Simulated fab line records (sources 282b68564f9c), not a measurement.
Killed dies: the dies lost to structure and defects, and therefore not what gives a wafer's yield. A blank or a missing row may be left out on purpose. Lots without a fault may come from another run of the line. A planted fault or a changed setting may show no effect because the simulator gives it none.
fab line records + flow rit_cmos
record:
- lots: 13
- wafers: 39
- last_day: 7
route steps=202 shown GATE@84
lots that met no fault: from a run of the same line without faults
start_h: the number of hours between the record's first day and the start of the first shown wafer of the lot + wait_h: time in hours since the lot's previous step + " the same as in the row above + L1.1+2: a single row standing in for several wafers + - value missing, or start not given + * or withheld: withheld + < > ~ a bound
route shown NAME@n: a module of which the file shows steps, and the number in the route of the first + usual: average and standard deviation across the fault-free wafers + same: alike in all rows + chamber/n: place in a boat + sites: readings site by site + _std_site: standard deviation across them + _edge_site: outer sites' mean less inner sites' + radius_mm: for every site, how far away it sits from the centre of the wafer + mask NAME#n: copy n + behind: the tool/chamber that last shaped the wafer + hold: the reason the lot was held/the length of the hold in hours/how it ended + device: the transistor (n, p or np) that didn't switch + end of line: the same wafers' tests at the end of the route + where a step has no rows: the recipe by itself + killed: the dies lost at the first sort to structure and to defects; this is not the yield of the wafer + map: shows each die of a wafer: x if killed, . if not, _ if none is there
set.NAME: the setting as run; set.NAME@STEP: as run at that earlier step + model.NAME: the simulator's own value behind a step, which no gauge read
one table for each step of the route and one row for each wafer, over a sample of lots
services: when a tool's chamber went out of use (start_h, in hours from the record's first day, below 0 if earlier), for how many hours, and the reason
== steps ==
step: RIT_GATE_CVD_08
recipe:
- material: poly-Si
- target_thk_nm: 250
- temp_c: 610
- precursor: SiH4
- time_s: 2220
- pressure_mtorr: 300
- sih4_flow_sccm: 100
usual:
- spike_tc_centre_C: 612.6/1
- zone_power_source_pct: 12.7/0.61
| lot.wafer | tool     | chamber | start_h | wait_h | spike_tc_centre_C | zone_power_source_pct |
|-----------|----------|---------|---------|--------|-------------------|-----------------------|
| L407.2    | lpcvd-01 | 0       | 37.20   | 0.0    | 611.3             | 14.6                  |
| L407.4    | "        | 0       | "       | "      | 612.3             | 14.4                  |
| L407.5    | "        | 0       | "       | "      | 612.3             | 14.6                  |
| L409.1    | lpcvd-01 | 1       | 50.88   | 1.2    | 612.4             | 12.7                  |
| L409.2    | "        | 1       | "       | "      | 611.3             | 12.8                  |
| L409.4    | "        | 1       | "       | "      | 612.8             | 12.8                  |
| L410.1    | lpcvd-01 | 1       | 54.29   | 0.1    | 613.6             | 12.6                  |
| L410.5    | "        | 1       | "       | "      | 612.2             | 12.7                  |
| L410.6    | "        | 1       | "       | "      | 611.7             | 12.3                  |
| L411.1    | lpcvd-01 | 1       | 62.58   | 0.1    | 613.4             | 12.7                  |
| L411.5    | "        | 1       | "       | "      | 612.6             | 12.7                  |
| L411.6    | "        | 1       | "       | "      | 613.7             | 12.6                  |
| L413.2    | lpcvd-02 | 0       | 69.33   | 0.0    | 613.3             | 12.3                  |
| L413.3    | "        | 0       | "       | "      | 612.7             | 12.2                  |
| L413.5    | "        | 0       | "       | "      | 612.9             | 12.3                  |
| L414.2    | lpcvd-01 | 1       | 74.38   | 1.2    | 611.4             | 12.7                  |
| L414.5    | "        | 1       | "       | "      | 611.3             | 12.7                  |
| L414.6    | "        | 1       | "       | "      | 611.5             | 12.7                  |
| L415.1    | lpcvd-02 | 0       | 78.28   | 0.1    | 610.8             | 12.4                  |
| L415.4    | "        | 0       | "       | "      | 613.5             | 12.0                  |
| L415.6    | "        | 0       | "       | "      | 612.7             | 12.4                  |
| L416.1    | lpcvd-01 | 1       | 83.03   | 0.1    | 613.3             | 12.5                  |
| L416.4    | "        | 1       | "       | "      | 611.3             | 12.6                  |
| L416.6    | "        | 1       | "       | "      | 612.0             | 12.8                  |
| L417.2    | lpcvd-02 | 1       | 86.37   | 0.0    | 613.2             | 12.6                  |
| L417.3    | "        | 1       | "       | "      | 612.2             | 12.5                  |
| L417.4    | "        | 1       | "       | "      | 614.8             | 12.6                  |
| L418.1    | lpcvd-02 | 0       | 92.92   | 0.1    | 612.7             | 12.2                  |
| L418.4    | "        | 0       | "       | "      | 613.0             | 12.3                  |
| L418.5    | "        | 0       | "       | "      | 611.7             | 12.2                  |
| L419.2    | lpcvd-02 | 1       | 94.93   | 0.0    | 613.4             | 12.6                  |
| L419.4    | "        | 1       | "       | "      | 614.4             | 12.7                  |
| L419.5    | "        | 1       | "       | "      | 613.9             | 12.7                  |
| L422.1    | lpcvd-02 | 0       | 111.49  | 0.1    | 612.4             | 12.4                  |
| L422.2    | "        | 0       | "       | "      | 614.1             | 12.2                  |
| L422.6    | "        | 0       | "       | "      | 610.6             | 12.4                  |
| L427.2    | lpcvd-02 | 1       | 137.36  | 0.0    | 612.8             | 12.5                  |
| L427.4    | "        | 1       | "       | "      | 612.2             | 12.5                  |
| L427.5    | "        | 1       | "       | "      | 612.4             | 12.4                  |
step: RIT_GATE_THK_MEAS_09
recipe:
- reads: poly-Si_of_GATE_CVD_08
usual:
- GATE_POLY_THK: 250.1/2.3
| lot.wafer | tool          | chamber | start_h | wait_h | GATE_POLY_THK[nm] |
|-----------|---------------|---------|---------|--------|-------------------|
| L407.2    | film_metro-04 | -       | 38.83   | 0.0    | 253.0             |
| L407.4    | "             | -       | "       | "      | 250.9             |
| L407.5    | "             | -       | "       | "      | 253.4             |
| L409.1    | film_metro-02 | -       | 52.50   | 0.0    | 250.7             |
| L409.2    | "             | -       | "       | "      | 250.2             |
| L409.4    | "             | -       | "       | "      | 251.1             |
| L410.1    | film_metro-02 | -       | 55.91   | 0.0    | 256.0             |
| L410.5    | "             | -       | "       | "      | 254.0             |
| L410.6    | "             | -       | "       | "      | 254.9             |
| L411.1    | film_metro-02 | -       | 64.19   | 0.0    | 251.9             |
| L411.5    | "             | -       | "       | "      | 251.0             |
| L411.6    | "             | -       | "       | "      | 247.9             |
| L413.2    | film_metro-04 | -       | 70.95   | 0.0    | 248.8             |
| L413.3    | "             | -       | "       | "      | 249.8             |
| L413.5    | "             | -       | "       | "      | 247.9             |
| L414.2    | film_metro-03 | -       | 76.00   | 0.0    | 251.9             |
| L414.5    | "             | -       | "       | "      | 252.0             |
| L414.6    | "             | -       | "       | "      | 252.3             |
| L415.1    | film_metro-03 | -       | 80.70   | 0.0    | 249.8             |
| L415.4    | "             | -       | "       | "      | 249.8             |
| L415.6    | "             | -       | "       | "      | 249.3             |
| L416.1    | film_metro-04 | -       | 84.64   | 0.0    | 249.3             |
| L416.4    | "             | -       | "       | "      | 251.3             |
| L416.6    | "             | -       | "       | "      | 251.5             |
| L417.2    | film_metro-02 | -       | 87.99   | 0.0    | 248.4             |
| L417.3    | "             | -       | "       | "      | 251.3             |
| L417.4    | "             | -       | "       | "      | 249.8             |
| L418.1    | film_metro-03 | -       | 94.54   | 0.0    | 245.3             |
| L418.4    | "             | -       | "       | "      | 246.6             |
| L418.5    | "             | -       | "       | "      | 247.1             |
| L419.2    | film_metro-03 | -       | 96.55   | 0.0    | 251.1             |
| L419.4    | "             | -       | "       | "      | 251.1             |
| L419.5    | "             | -       | "       | "      | 250.9             |
| L422.1    | film_metro-03 | -       | 113.11  | 0.0    | 250.8             |
| L422.2    | "             | -       | "       | "      | 251.8             |
| L422.6    | "             | -       | "       | "      | 249.9             |
| L427.2    | film_metro-02 | -       | 138.99  | 0.0    | 260.5             |
| L427.4    | "             | -       | "       | "      | 260.7             |
| L427.5    | "             | -       | "       | "      | 259.5             |
== services ==
| tool     | chamber | start_h | hours | kind   |
|----------|---------|---------|-------|--------|
| lpcvd-01 | -       | 21.68   | 3.0   | repair |
| lpcvd-02 | -       | 125.28  | 0.9   | repair |
== key ==
first_sign:
- step: RIT_GATE_THK_MEAS_09
- reading: GATE_POLY_THK
- direction: up
- sigmas: 4.3
- usual: 250.1
- struck: 260.2
effect none on later readings
met_at RIT_GATE_CVD_08
struck_lots L427
struck_wafers L427.2,L427.4,L427.5
tester_left_out L427
onset_between 94.93 137.36
also_fits time
earlier_fault:
- kind: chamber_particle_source
- tool: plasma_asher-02
- chamber: 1
- onset_h: 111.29
- steps: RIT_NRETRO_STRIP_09
- rate_per_visit_cm2: 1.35
- end_h: 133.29
fault:
- kind: process_parameter_drift
- tool: lpcvd-02
- chamber: 1
- onset_h: 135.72
- steps: RIT_GATE_CVD_08
- channel: target_thk_nm
- offset: 9.3678
- shape: step
- end_h: 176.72
- acts_in: these_recipes_only
- stated: 250
tester_left_out: of these lots the tester's yield and bins aren't shown, on N5 and GAA mostly nor the transistor test; their killed dies are dies lost to structure and defects alone, not to doping, threshold or leakage, so they don't give the yield
